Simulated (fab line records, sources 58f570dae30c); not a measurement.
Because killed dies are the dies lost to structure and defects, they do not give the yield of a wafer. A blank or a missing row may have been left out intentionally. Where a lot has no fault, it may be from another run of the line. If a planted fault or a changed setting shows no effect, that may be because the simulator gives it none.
Problem report, 8D (eight disciplines) form, completed by code | flow berkeleyCmos170 | the parts of the form that need people (team, actions taken, sign-off) are left out

== 1. THE ISSUE ==
Mean of cdNm at UCB170_M1_CD_MEAS_09: 677.0 nm across 6 wafers in 2 lots; on wafers with no fault it is 700.6 nm (standard deviation 1.6). That is -15 standard deviations from the usual mean.
The step: target cd 700 nm.
Seen first at day 11 23:20 on cdSem-02, wafer L997.1. Wafers with a number at this step in the record: 42, from 14 lots. By rule, "out" or "out of limits" means more than 4 standard deviations away from the usual mean. Any other wafer with a number is counted as sound.

== 2. WHAT THIS IS AND IS NOT ==
question                    | is                     | is not
which readings at this step | cdNm                   | -
which lots                  | L995, L997             | L100, L102, L104, L982, L983, L984, L985, L986, L988, L989, L992, L993
which wafers of those lots  | all that have a number | -
read on which gauges        | cdSem-01, cdSem-02     | -
when                        | from day 11 23:20      | up to then (27 sound wafers); but 9 sound wafers of L100, L102, L104 came after

== 3. WHAT RULES OUT EACH SUSPECT ==
Counting: any tool at a process step up to the reading is kept as a suspect provided that every lot that is out went through it and no sound lot did after the first of them.
- the gauge at UCB170_M1_CD_MEAS_09 is ruled out. 2 gauges (cdSem-01, cdSem-02) read the wafers that are out.
- lithoTrack-03 at UCB170_M1_COAT_04 (resist thk 900 nm): kept. It ran every lot that is out, first L997 (day 11 22:00), and no sound lot after that; its last sound lot up to then is L986 (day 9 17:00).
Remaining after the count: lithoTrack-03 at UCB170_M1_COAT_04.

== 4. THE CAUSE (what the simulator had put in) ==
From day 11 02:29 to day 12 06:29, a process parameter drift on lithoTrack-03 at UCB170_M1_COAT_04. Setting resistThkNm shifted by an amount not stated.
After counting, this tool was the only one left.

== 5. SEQUENCE OF EFFECTS, ordered by route ==
Rows list readings where the struck wafers' mean (over those with a number) sits beyond 3 standard deviations from the usual. Only readings whose record carries a usual standard deviation are examined. hours: median over the lots of the time between each lot's start at the first step of this table that gives one and its start at this step. sigmas: the change, counted in usual standard deviations.
hours | step                 | reading      | usual      | on struck wafers | change | sigmas
0     | UCB170_M1_CD_MEAS_09 | cdNm         | 700.6 nm   | 677.0            | -23.6  | -15
0     | UCB170_M1_STRIP_13   | oesProductAu | 0.720 a.u. | 0.332            | -0.388 | -90
It contains these process steps:
- UCB170_M1_STRIP_13: strips in O2.

== 6. WHAT WOULD HAVE CAUGHT IT SOONER ==
Counted from the fault's start at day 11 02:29, it took 21 hours until the first out-of-limits reading at a measuring or inspecting step in this record, taken at day 11 23:20.
Of the tool readings at UCB170_M1_COAT_04 for which the record gives a usual standard deviation, none was out on any struck wafer, so an alarm limit of 4 standard deviations on them would not have fired.
Lots out: 2; of these, L995 started UCB170_M1_COAT_04 on lithoTrack-03 after day 11 23:20. A hold on the tool at that time would have spared it.
